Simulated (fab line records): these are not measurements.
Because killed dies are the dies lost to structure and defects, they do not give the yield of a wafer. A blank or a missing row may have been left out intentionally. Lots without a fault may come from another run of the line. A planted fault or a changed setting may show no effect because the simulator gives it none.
Struck lot and sound lot, side by side || flow berkeley_cmos170 || 14 out of 331 route steps
Sound: wafers L594.1, L594.2, L594.4. The struck wafers were L604.1, L604.5, L604.6. The cause is given at the end.
Each step with rows lists, per side, the tool, then ch with its chambers, then its first start. Under that, the readings that differ: sound wafers || struck wafers || difference of the means || sigmas: that difference in standard deviations of wafers without a fault.
alike: words and numbers the same on both sides, and readings whose means are apart by under 2 such deviations; not compared: readings that were withheld, readings missing a value for some wafer, numbers with overlapping values and no deviation given by the record, and bounds like >300 which may hide the same value.
A row with sigmas, a row that says differs or no value, or rows on one side alone: a step with any of these is where the two part. Numbers that don't overlap but have no deviation are shown without sigmas and don't part them. A reading missing from all wafers of one side parts the sides only when that side holds two or more wafers.

UCB170_ACTIVE_THK_MEAS_03:
  sound on film_metro-01, day 6 05:50; struck on film_metro-01, day 8 13:50
  alike: ACTIVE_OXIDE_THK
then, 2 steps without rows for these wafers: UCB170_ACTIVE_ANNEAL_04 (time 900 s); UCB170_ACTIVE_CVD_05 (deposits Si3N4 from SiH2Cl2/NH3, target thk 220 nm, time 3300 s).
UCB170_ACTIVE_THK_MEAS_06:
  sound on film_metro-01, day 6 13:32; struck on film_metro-01, day 8 20:36
  alike: ACTIVE_NITRIDE_THK
then, 6 steps without rows for these wafers: UCB170_ACTIVE_HMDS_07 (prime time 60 s); UCB170_ACTIVE_COAT_08 (resist thk 900 nm); UCB170_ACTIVE_SOFTBAKE_09 (time 60 s); UCB170_ACTIVE_EXPOSE_10 (exposes mask ACTIVE, target cd 1200 nm); UCB170_ACTIVE_PEB_11; UCB170_ACTIVE_DEVELOP_12 (develop time 45 s).
UCB170_ACTIVE_CD_MEAS_13 targets a cd of 1200 nm.
  sound on cd_sem-01, day 6 15:01; struck on cd_sem-01, day 8 21:50
  alike: cd_nm
UCB170_ACTIVE_OVL_MEAS_14:
  sound on overlay-01, day 6 15:08; struck on overlay-02, day 8 21:57
  alike: ACTIVE_OVL
UCB170_ACTIVE_ETCH_15: etches Si3N4 in CH3F/Ar/O2, stops on SiO2, target depth 242 nm, time 151 s.
  sound on rie_diel-01 ch 1,2,3, day 6 15:11; struck on rie_diel-01 ch 0,1,2, day 8 21:59
{"reading": "oes_product_au (a.u.)", "sound": "0.938 0.960 0.962", "struck": "1.002 1.013 1.004", "difference": "+0.053", "sigmas": "+4"}
{"reading": "run_length_s (s)", "sound": "179.4 179.7 179.1", "struck": "172.0 171.9 172.1", "difference": -7.4, "sigmas": -17}
  alike: O2_flow_sccm, drypump_motor_current_A, throttle_valve_pct
  not compared: rf_hours_counter_h, model.KrF_of_ACTIVE_COAT_08.thk_nm
UCB170_ACTIVE_STRIP_16: strips in O2.
  sound on plasma_asher-01 ch 0,1, day 6 15:17; struck on plasma_asher-03 ch 0,1, day 8 22:05
  alike: drypump_motor_current_A, oes_product_au, strip_time_to_endpoint_s
  not compared: rf_hours_counter_h

## WHERE THEY PART
Only at UCB170_ACTIVE_ETCH_15, as far as this record shows. Later steps at which nothing parts them and some readings are alike: UCB170_ACTIVE_STRIP_16.

WHY: whatever the simulator had introduced
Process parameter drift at UCB170_ACTIVE_ETCH_15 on rie_diel-01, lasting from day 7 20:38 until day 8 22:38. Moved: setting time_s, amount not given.
